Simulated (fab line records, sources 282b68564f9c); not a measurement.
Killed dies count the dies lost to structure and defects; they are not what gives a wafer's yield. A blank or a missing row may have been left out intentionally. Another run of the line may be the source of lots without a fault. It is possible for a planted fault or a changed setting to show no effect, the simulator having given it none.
Check for tools in common | flow ritCmos | Sample size 14 lots and 42 wafers

== WHAT PROMPTED THE OPENING ==
RIT_GATE_THK_MEAS_09, reading GATE_POLY_THK: flagged on 2 of 14 lots. Wafers without a fault read 248.8 nm, standard deviation 2.8.
Rule: flag the lot when none of its wafers has a number, or when each of its wafers that has one lies beyond 4 standard deviations from that mean. The rest of the lots are taken to be sound.

lot  | measured    | on           | GATE_POLY_THK (nm), wafer by wafer | flag
L501 | day 2 12:19 | filmMetro-04 | 252.1 251.9 251.9                  | 
L502 | day 2 16:49 | filmMetro-04 | 253.4 248.0 253.4                  | 
L505 | day 3 07:10 | filmMetro-02 | 246.0 246.1 244.3                  | 
L507 | day 3 17:44 | filmMetro-03 | 251.0 252.0 250.2                  | 
L508 | day 4 00:22 | filmMetro-04 | 246.3 245.5 245.0                  | 
L509 | day 4 02:40 | filmMetro-04 | 248.7 248.2 246.8                  | 
L510 | day 4 08:35 | filmMetro-03 | 247.4 245.9 247.8                  | 
L511 | day 4 14:01 | filmMetro-04 | 250.7 249.4 252.5                  | 
L512 | day 4 22:11 | filmMetro-04 | 250.3 247.7 249.0                  | 
L513 | day 5 02:45 | filmMetro-03 | 250.6 251.4 251.1                  | 
L518 | day 6 01:52 | filmMetro-02 | 249.7 252.7 249.4                  | 
L520 | day 6 11:25 | filmMetro-03 | 270.5 271.8 271.4                  | FLAGGED
L522 | day 6 21:19 | filmMetro-04 | 270.8 269.9 269.3                  | FLAGGED
L524 | day 7 07:07 | filmMetro-02 | 249.7 248.7 248.7                  | 
The numbers of the flagged lots are 270.6 nm on average: +21.8 nm against the usual, or +8 standard deviations.

== TOOL THAT RAN EACH LOT ==
The record holds 1 process step before the reading, out of a route of 202 steps. Every cell lists first the tool, next ch and the chambers used by the sampled wafers, and last the start.
lot  | flag    | RIT_GATE_CVD_08
L501 |         | lpcvd-01 ch 1, day 2 10:41
L502 |         | lpcvd-01 ch 0, day 2 15:11
L505 |         | lpcvd-02 ch 1, day 3 05:32
L507 |         | lpcvd-02 ch 1, day 3 16:07
L508 |         | lpcvd-02 ch 0, day 3 22:46
L509 |         | lpcvd-01 ch 0, day 4 01:02
L510 |         | lpcvd-02 ch 0, day 4 06:58
L511 |         | lpcvd-02 ch 1, day 4 12:23
L512 |         | lpcvd-01 ch 0, day 4 20:34
L513 |         | lpcvd-02 ch 0, day 5 01:08
L518 |         | lpcvd-01 ch 1, day 6 00:13
L520 | FLAGGED | lpcvd-01 ch 0, day 6 09:47
L522 | FLAGGED | lpcvd-01 ch 0, day 6 19:42
L524 |         | lpcvd-01 ch 1, day 7 05:29
What these steps do:
- RIT_GATE_CVD_08: deposits poly-Si from SiH4, target thk 250 nm, time 2220 s.
- RIT_GATE_THK_MEAS_09

== FLAGGED OVER TOTAL, TOOL BY TOOL (the gauges that took the reading come last) ==
step                 | tool         | lots run | flagged | share of the flagged lots | sound lots run after its first flagged lot
RIT_GATE_CVD_08      | lpcvd-01     | 8        | 2       | all                       | 1 (L524)
RIT_GATE_CVD_08      | lpcvd-02     | 6        | 0       | none                      | -
RIT_GATE_THK_MEAS_09 | filmMetro-02 | 3        | 0       | none                      | -
RIT_GATE_THK_MEAS_09 | filmMetro-03 | 4        | 1       | some                      | 0
RIT_GATE_THK_MEAS_09 | filmMetro-04 | 7        | 1       | some                      | 0

== WHAT THE TABLE PERMITS ==
In the table, 1 row covers all flagged lots: lpcvd-01 at RIT_GATE_CVD_08.
- lpcvd-01 at RIT_GATE_CVD_08 ran 8 lots, 2 of them flagged. Sound lots followed the first flagged one (L524) on it, something a lasting fault affecting the whole tool could not allow.
None of the table's rows ran every flagged lot and, after the first, no sound lot.

== WHAT THE SIMULATOR HAD INSERTED ==
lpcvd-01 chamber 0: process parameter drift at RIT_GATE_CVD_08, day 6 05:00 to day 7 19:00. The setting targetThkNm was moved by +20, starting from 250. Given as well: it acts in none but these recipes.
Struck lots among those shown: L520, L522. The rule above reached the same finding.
